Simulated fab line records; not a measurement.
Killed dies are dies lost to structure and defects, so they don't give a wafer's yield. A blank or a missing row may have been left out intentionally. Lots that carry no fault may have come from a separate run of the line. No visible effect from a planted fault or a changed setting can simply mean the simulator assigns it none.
Split-lot experiment + flow berkeley-cmos170 + route with 331 steps; 5 lots, 23 wafers read

## THE SPLIT ITSELF
At UCB170_M1_METAL_ETCH_12 (etches Al in Cl2/BCl3, stops on PSG, target depth 780 nm, time 130 s), the setting icp-w was moved away from the recipe's 600 W on 9 of the 23 wafers read, by -9.8% to +10.9%. The other wafers ran this setting at the recipe's value.

The reading comes from the split's own step.

## THE READING
KrF_of_M1_COAT_04.thk-nm (the simulator's own value, which no gauge read), in nm, at UCB170_M1_METAL_ETCH_12 (etches Al in Cl2/BCl3, stops on PSG, target depth 780 nm, time 130 s). The file gives no usual value for it. Average 426.4 nm, standard deviation 6.5 nm, over the 14 wafers here run with the recipe.

| wafer  | tool, chamber at the split | icp-w as run, W | against the recipe | KrF_of_M1_COAT_04.thk-nm, nm | against lot-mates on the recipe |
|--------|----------------------------|-----------------|--------------------|------------------------------|---------------------------------|
| L074.1 | rie-metal-02, 1            | 600             | recipe             | 424.5                        | -                               |
| L074.3 | rie-metal-02, 1            | 600             | recipe             | 423.8                        | -                               |
| L074.4 | rie-metal-02, 1            | 541.3           | -9.8%              | 457.8                        | +33.2                           |
| L074.5 | rie-metal-02, 1            | 600             | recipe             | 425.5                        | -                               |
| L074.6 | rie-metal-02, 1            | 541.3           | -9.8%              | 461.6                        | +37.0                           |
| L080.2 | rie-metal-03, 1            | 665.2           | +10.9%             | 385.4                        | -36.0                           |
| L080.3 | rie-metal-03, 1            | 600             | recipe             | 431.9                        | -                               |
| L080.4 | rie-metal-03, 0            | 600             | recipe             | 410.8                        | -                               |
| L080.5 | rie-metal-03, 1            | 665.2           | +10.9%             | 386.1                        | -35.2                           |
| L080.6 | rie-metal-03, 0            | 665.2           | +10.9%             | 369.1                        | -52.2                           |
| L082.1 | rie-metal-02, 1            | 600             | recipe             | 435                          | -                               |
| L082.2 | rie-metal-02, 0            | 600             | recipe             | 428.8                        | -                               |
| L082.4 | rie-metal-02, 1            | 600             | recipe             | 432                          | -                               |
| L082.5 | rie-metal-02, 1            | 574.7           | -4.2%              | 449.8                        | +17.9                           |
| L082.6 | rie-metal-02, 0            | 574.7           | -4.2%              | 448.2                        | +16.3                           |
| L081.2 | rie-metal-01, 0            | 600             | recipe             | 426.3                        | -                               |
| L081.3 | rie-metal-01, 0            | 549.1           | -8.5%              | 458.6                        | +30.5                           |
| L081.4 | rie-metal-01, 1            | 549.1           | -8.5%              | 471.8                        | +43.7                           |
| L081.5 | rie-metal-01, 1            | 600             | recipe             | 435.7                        | -                               |
| L081.6 | rie-metal-01, 0            | 600             | recipe             | 422.4                        | -                               |
| L084.1 | rie-metal-03, 0            | 600             | recipe             | 423.4                        | -                               |
| L084.5 | rie-metal-03, 0            | 600             | recipe             | 418.2                        | -                               |
| L084.6 | rie-metal-03, 1            | 600             | recipe             | 431.3                        | -                               |

FIT RESULTS
A straight line over all 23 wafers: KrF_of_M1_COAT_04.thk-nm changes by -4.15 nm for each +1% of icp-w; r = -0.96; the points scatter about the line by 7.1 nm.
The same after taking each lot's own level away (the mean of its wafers on the recipe; 23 wafers): -3.86 nm for each +1%; r = -0.97; scatter 6 nm.
The reading moves by 42 nm for the largest change in icp-w, on that fit.
From 421.35 to 431.93 nm: that is the span of the lots' own levels, equal to 1.6 times the standard deviation above.
So the lot-to-lot level changes the slope little: the two slopes agree.
Check: for one of the wafers moved furthest among these (+10.9%), held out of the fit, the line's prediction against its lot-mates is -43.2 nm. It came out at -36 nm against them.

## OTHER SPLITS APPLIED TO THESE WAFERS
Other splits were also applied to these wafers ahead of the reading. Each is held against what the fit with the lots' levels taken away leaves over:
| other split on the same wafers | wafers away from the commonest value | r with KrF_of_M1_COAT_04.thk-nm (lot level and that fit taken away) |
|--------------------------------|--------------------------------------|---------------------------------------------------------------------|
| UCB170_CONTACT_CVD_01 time-s   | 10                                   | -0.12                                                               |
| UCB170_CONTACT_ETCH_17 bias-w  | 10                                   | -0.27                                                               |
| UCB170_M1_EXPOSE_06 dose-mj    | 8                                    | +0.28                                                               |

## FILE'S OWN FIT
KrF_of_M1_COAT_04.thk-nm changes by -3.88 nm for each +1% of icp-w, r = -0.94.
